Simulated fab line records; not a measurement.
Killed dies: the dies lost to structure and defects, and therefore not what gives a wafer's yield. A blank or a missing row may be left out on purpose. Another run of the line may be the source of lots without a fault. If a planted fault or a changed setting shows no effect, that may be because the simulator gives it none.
fab line records + flow rit-cmos
record:
- lots: 6
- wafers: 18
- last-day: 7
route steps=202 shown ACTIVE@2
lots that met no fault: taken from a fault-free run of the same line
start-h: hours from the record's first day to the start of the lot's first wafer shown + wait-h: how many hours have passed since the lot's step before this one + " the same as in the row above + L1.1+2: several wafers, shown together as one row + - either no value or no given start + * or withheld: withheld + < > ~ a bound
route shown NAME@n: names a module that has steps shown in the file, with the first one's number in the route + usual: mean/standard deviation of fault-free wafers + same: alike in all rows + chamber/n: place in a boat + sites: readings site by site + _std_site: standard deviation of those values + _edge_site: mean of outer sites minus mean of inner sites + radius-mm: for every site, how far away it sits from the centre of the wafer + mask NAME#n: copy n + behind: the tool/chamber that last shaped the wafer + hold: why the lot was held/for how many hours/how that ended + device: which transistor (n, p or np) failed to switch + end of line: at the end of the route, the tests of the same wafers + a step with no rows: only its recipe + killed: dies lost to structure and defects at the first sort, not the wafer's yield + map: a wafer's dies, marking killed ones x, the rest . and places with no die _
set.NAME: the setting that was run; set.NAME@STEP: the one run at that earlier step + model.NAME: the simulator's own value behind a step, which no gauge read
lots at selected steps of the route; one table per step, one row per wafer
services: when a tool's chamber went out of use (start-h, in hours from the record's first day, below 0 if earlier), for how many hours, and the reason
== steps ==
step: RIT_ACTIVE_OXIDATION_01
recipe:
- temp-c: 1000
- ambient: O2
- target-thk-a: 468
- ox-time-s: 3417
step: RIT_ACTIVE_THK_MEAS_02
recipe:
- reads: SiO2_of_ACTIVE_OXIDATION_01
usual:
- ACTIVE_OXIDE_THK: 47.7/0.86
| lot.wafer | tool          | chamber | start-h | wait-h | ACTIVE_OXIDE_THK[nm] |
|-----------|---------------|---------|---------|--------|----------------------|
| L503.2    | film-metro-04 | -       | 22.94   | 0.0    | 47.9                 |
| L503.4    | "             | -       | "       | "      | 47.7                 |
| L503.5    | "             | -       | "       | "      | 46.9                 |
| L507.1    | film-metro-03 | -       | 43.60   | 0.0    | 48.1                 |
| L507.3    | "             | -       | "       | "      | 48.0                 |
| L507.6    | "             | -       | "       | "      | 48.6                 |
| L512.1    | film-metro-01 | -       | 67.39   | 0.0    | 47.5                 |
| L512.3    | "             | -       | "       | "      | 47.6                 |
| L512.4    | "             | -       | "       | "      | 47.5                 |
| L517.2    | film-metro-04 | -       | 92.06   | 0.0    | 45.9                 |
| L517.3    | "             | -       | "       | "      | 46.2                 |
| L517.6    | "             | -       | "       | "      | 45.2                 |
| L522.1    | film-metro-04 | -       | 117.94  | 0.0    | 48.8                 |
| L522.2    | "             | -       | "       | "      | 48.4                 |
| L522.5    | "             | -       | "       | "      | 48.7                 |
| L523.1    | film-metro-03 | -       | 124.00  | 0.0    | 47.8                 |
| L523.4    | "             | -       | "       | "      | 47.9                 |
| L523.6    | "             | -       | "       | "      | 47.2                 |
step: RIT_ACTIVE_CVD_03
recipe:
- material: Si3N4
- target-thk-nm: 150
- temp-c: 810
- precursor: SiH2Cl2/NH3
- time-s: 1500
- pressure-mtorr: 300
- sih2cl2-flow-sccm: 60
- nh3-flow-sccm: 150
step: RIT_ACTIVE_THK_MEAS_04
recipe:
- reads: Si3N4_of_ACTIVE_CVD_03
usual:
- ACTIVE_NITRIDE_THK: 150.0/1.4
| lot.wafer | tool          | chamber | start-h | wait-h | ACTIVE_NITRIDE_THK[nm] |
|-----------|---------------|---------|---------|--------|------------------------|
| L503.2    | film-metro-01 | -       | 24.42   | 0.0    | 148.8                  |
| L503.4    | "             | -       | "       | "      | 148.6                  |
| L503.5    | "             | -       | "       | "      | 149.3                  |
| L507.1    | film-metro-03 | -       | 45.08   | 0.0    | 150.3                  |
| L507.3    | "             | -       | "       | "      | 149.9                  |
| L507.6    | "             | -       | "       | "      | 149.8                  |
| L512.1    | film-metro-01 | -       | 68.87   | 0.0    | 151.4                  |
| L512.3    | "             | -       | "       | "      | 150.1                  |
| L512.4    | "             | -       | "       | "      | 149.0                  |
| L517.2    | film-metro-04 | -       | 93.54   | 0.0    | 149.7                  |
| L517.3    | "             | -       | "       | "      | 148.3                  |
| L517.6    | "             | -       | "       | "      | 149.4                  |
| L522.1    | film-metro-03 | -       | 120.12  | 0.0    | 149.1                  |
| L522.2    | "             | -       | "       | "      | 148.7                  |
| L522.5    | "             | -       | "       | "      | 149.2                  |
| L523.1    | film-metro-04 | -       | 125.47  | 0.0    | 150.8                  |
| L523.4    | "             | -       | "       | "      | 151.2                  |
| L523.6    | "             | -       | "       | "      | 150.6                  |
step: RIT_ACTIVE_HMDS_05
recipe:
- prime-time-s: 60
- prime-temp-c: 140
step: RIT_ACTIVE_COAT_06
recipe:
- resist: NOVOLAK
- spin-rpm: 3250
- resist-thk-nm: 1000
step: RIT_ACTIVE_SOFTBAKE_07
recipe:
- resist: NOVOLAK
- temp-c: 90
- time-s: 60
step: RIT_ACTIVE_EXPOSE_08
recipe:
- mask-id: M1
- na: 0.6
- source-shape: conventional
- sigma-outer: 0.6
- target-cd-nm: 1400
- dose-mj: 225
step: RIT_ACTIVE_PEB_09
recipe:
- resist: NOVOLAK
- temp-c: withheld
- time-s: withheld
step: RIT_ACTIVE_DEVELOP_10
recipe:
- resist: NOVOLAK
- develop-time-s: 50
- dev-temp-c: 23
step: RIT_ACTIVE_CD_MEAS_11
recipe:
- target-cd-nm: 1400
usual:
- cd-nm: 1400.2/1.9
| lot.wafer | tool      | chamber | start-h | wait-h | cd-nm  |
|-----------|-----------|---------|---------|--------|--------|
| L503.2    | cd-sem-02 | -       | 25.47   | -      | 1398.2 |
| L503.4    | "         | -       | "       | "      | 1399.5 |
| L503.5    | "         | -       | "       | "      | 1401.2 |
| L507.1    | cd-sem-02 | -       | 46.11   | -      | 1397.1 |
| L507.3    | "         | -       | "       | "      | 1398.2 |
| L507.6    | "         | -       | "       | "      | 1395.4 |
| L512.1    | cd-sem-02 | -       | 69.90   | -      | 1400.9 |
| L512.3    | "         | -       | "       | "      | 1401.5 |
| L512.4    | "         | -       | "       | "      | 1399.5 |
| L517.2    | cd-sem-02 | -       | 94.46   | -      | 1399.6 |
| L517.3    | "         | -       | "       | "      | 1400.6 |
| L517.6    | "         | -       | "       | "      | 1398.3 |
| L522.1    | cd-sem-01 | -       | 121.15  | -      | 1397.5 |
| L522.2    | "         | -       | "       | "      | 1396.5 |
| L522.5    | "         | -       | "       | "      | 1400.1 |
| L523.1    | cd-sem-02 | -       | 126.38  | -      | 1403.3 |
| L523.4    | "         | -       | "       | "      | 1403.9 |
| L523.6    | "         | -       | "       | "      | 1405.4 |
step: RIT_ACTIVE_HARDBAKE_12
recipe:
- resist: NOVOLAK
- temp-c: 140
- time-s: 60
step: RIT_ACTIVE_ETCH_13
recipe:
- stop-on: SiO2
- chemistry: SF6
- target: Si3N4
- time-s: 210
- over-etch-frac: 0.4
- SF6_flow_sccm: 200
- pressure-mtorr: 260
- rf-w: 125
- target-depth-a: 2100
usual:
- drypump-motor-current-A: 5.7/0.31
- oes-product-au: 0.816/0.011
- throttle-valve-pct: 7.49/0.12
| lot.wafer | tool        | chamber | start-h | wait-h | drypump-motor-current-A | oes-product-au | rf-hours-counter-h | throttle-valve-pct | model.NOVOLAK_of_ACTIVE_COAT_06.thk-nm |
|-----------|-------------|---------|---------|--------|-------------------------|----------------|--------------------|--------------------|----------------------------------------|
| L503.2    | rie-diel-01 | 3       | 25.72   | 0.1    | 6.0                     | 0.822          | 158                | 7.74               | 654.7                                  |
| L503.4    | "           | 2       | "       | "      | 6.2                     | 0.802          | 66                 | 7.39               | 668.6                                  |
| L503.5    | "           | 2       | "       | "      | 6.1                     | 0.802          | -                  | 7.40               | 666                                    |
| L507.1    | rie-diel-02 | 2       | 46.38   | 0.1    | 5.6                     | 0.969          | 3                  | 7.40               | 713.8                                  |
| L507.3    | "           | 1       | "       | "      | 5.6                     | 0.816          | 135                | 7.63               | 646.5                                  |
| L507.6    | "           | 2       | "       | "      | 5.5                     | 0.975          | -                  | 7.39               | 708.4                                  |
| L512.1    | rie-diel-02 | 3       | 70.17   | 0.1    | 5.7                     | 0.819          | 132                | 7.36               | 649                                    |
| L512.3    | "           | 0       | "       | "      | 5.6                     | 0.815          | 59                 | 7.56               | 655.1                                  |
| L512.4    | "           | 2       | "       | "      | 5.6                     | 0.969          | 4                  | 7.41               | 712.8                                  |
| L517.2    | rie-diel-01 | 2       | 94.71   | 0.1    | 6.2                     | 0.807          | 68                 | 7.38               | 666.1                                  |
| L517.3    | "           | 3       | "       | "      | 6.0                     | 0.804          | 159                | 7.73               | 654.1                                  |
| L517.6    | "           | 1       | "       | "      | 5.0                     | 0.805          | -                  | 7.52               | 658.8                                  |
| L522.1    | rie-diel-01 | 1       | 121.42  | 0.1    | 5.1                     | 0.813          | 7                  | 7.50               | 663.1                                  |
| L522.2    | "           | 2       | "       | "      | 6.2                     | 0.804          | 69                 | 7.39               | 669.9                                  |
| L522.5    | "           | 0       | "       | "      | 5.7                     | 0.824          | -                  | 7.45               | 646                                    |
| L523.1    | rie-diel-02 | 3       | 126.65  | 0.1    | 5.7                     | 0.820          | 133                | 7.36               | 656.6                                  |
| L523.4    | "           | 0       | "       | "      | 5.6                     | 0.809          | 60                 | 7.57               | 661.4                                  |
| L523.6    | "           | 0       | "       | "      | 5.6                     | 0.816          | -                  | 7.56               | 659                                    |
step: RIT_ACTIVE_STRIP_14
recipe:
- chemistry: O2
- time-s: 180
- resist: NOVOLAK
- platen-temp-c: withheld
- power-w: 500
- pressure-mtorr: 4000
- o2-flow-sccm: 4000
usual:
- drypump-motor-current-A: 5.9/0.38
| lot.wafer | tool            | chamber | start-h | wait-h | drypump-motor-current-A | rf-hours-counter-h |
|-----------|-----------------|---------|---------|--------|-------------------------|--------------------|
| L503.2    | plasma-asher-02 | 0       | 25.85   | 0.1    | 5.6                     | 25                 |
| L503.4    | "               | 0       | "       | "      | 5.6                     | -                  |
| L503.5    | "               | 0       | "       | "      | 5.6                     | -                  |
| L507.1    | plasma-asher-04 | 0       | 46.51   | 0.1    | 5.6                     | 40                 |
| L507.3    | "               | 1       | "       | "      | 6.4                     | -                  |
| L507.6    | "               | 0       | "       | "      | 5.6                     | -                  |
| L512.1    | plasma-asher-04 | 0       | 70.31   | 0.1    | 5.6                     | 43                 |
| L512.3    | "               | 0       | "       | "      | 5.6                     | -                  |
| L512.4    | "               | 1       | "       | "      | 6.4                     | -                  |
| L517.2    | plasma-asher-04 | 1       | 94.84   | 0.1    | 6.4                     | 45                 |
| L517.3    | "               | 1       | "       | "      | 6.4                     | -                  |
| L517.6    | "               | 0       | "       | "      | 5.6                     | -                  |
| L522.1    | plasma-asher-01 | 1       | 121.56  | 0.1    | 6.4                     | 46                 |
| L522.2    | "               | 0       | "       | "      | 5.8                     | 46                 |
| L522.5    | "               | 0       | "       | "      | 5.8                     | -                  |
| L523.1    | plasma-asher-04 | 1       | 126.79  | 0.1    | 6.4                     | 1                  |
| L523.4    | "               | 1       | "       | "      | 6.4                     | -                  |
| L523.6    | "               | 0       | "       | "      | 5.6                     | -                  |
== services ==
| tool            | chamber | start-h | hours | kind           |
|-----------------|---------|---------|-------|----------------|
| plasma-asher-04 | -       | 21.20   | 1.4   | repair         |
| rie-diel-02     | 0       | 86.29   | 11.5  | repair         |
| rie-diel-01     | 0       | 92.90   | -     | clean          |
| rie-diel-01     | 0       | 92.90   | 15.9  | scheduled-down |
| rie-diel-01     | 0       | 92.90   | 15.9  | vent-cycle     |
| rie-diel-02     | -       | 108.33  | 0.2   | repair         |
| plasma-asher-04 | -       | 108.75  | 9.0   | pm             |
| plasma-asher-04 | 0       | 108.75  | 9.0   | vent-cycle     |
| plasma-asher-04 | 1       | 108.75  | 9.0   | vent-cycle     |
| rie-diel-01     | 3       | 108.78  | -     | clean          |
| rie-diel-01     | 3       | 108.78  | 17.9  | scheduled-down |
| rie-diel-01     | 3       | 108.78  | 17.9  | vent-cycle     |
| rie-diel-01     | -       | 110.22  | 0.2   | repair         |
| plasma-asher-04 | 0       | 117.75  | -     | clean          |
| plasma-asher-04 | 1       | 117.75  | -     | clean          |
== key ==
first-sign:
- step: RIT_ACTIVE_ETCH_13
- reading: oes-product-au
- direction: up
- sigmas: 15
- usual: 0.816
- struck: 0.971
effect none on later readings
model-effect:
- step: RIT_ACTIVE_ETCH_13
- value: NOVOLAK_of_ACTIVE_COAT_06.thk-nm
- without: 654.4
- struck: 711.7
met-at RIT_ACTIVE_ETCH_13
struck-wafers L507.1,L507.6,L512.4
sort-left-out L507.1,L507.6
tester-left-out L507,L512
fault:
- kind: process-parameter-drift
- tool: rie-diel-02
- chamber: 2
- onset-h: 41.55
- steps: RIT_ACTIVE_ETCH_13
- channel: target-depth-a
- offset: -531.03
- shape: step
- end-h: 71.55
- acts-in: these-recipes-only
- stated: 2100
tester-left-out: of these lots the tester's yield and bins aren't shown, on N5 and GAA mostly nor the transistor test; their killed dies are dies lost to structure and defects alone, not to doping, threshold or leakage, so they don't give the yield
sort-left-out: the simulated sort isn't trusted on such a fault, so these wafers' sort isn't shown, and their yield isn't known
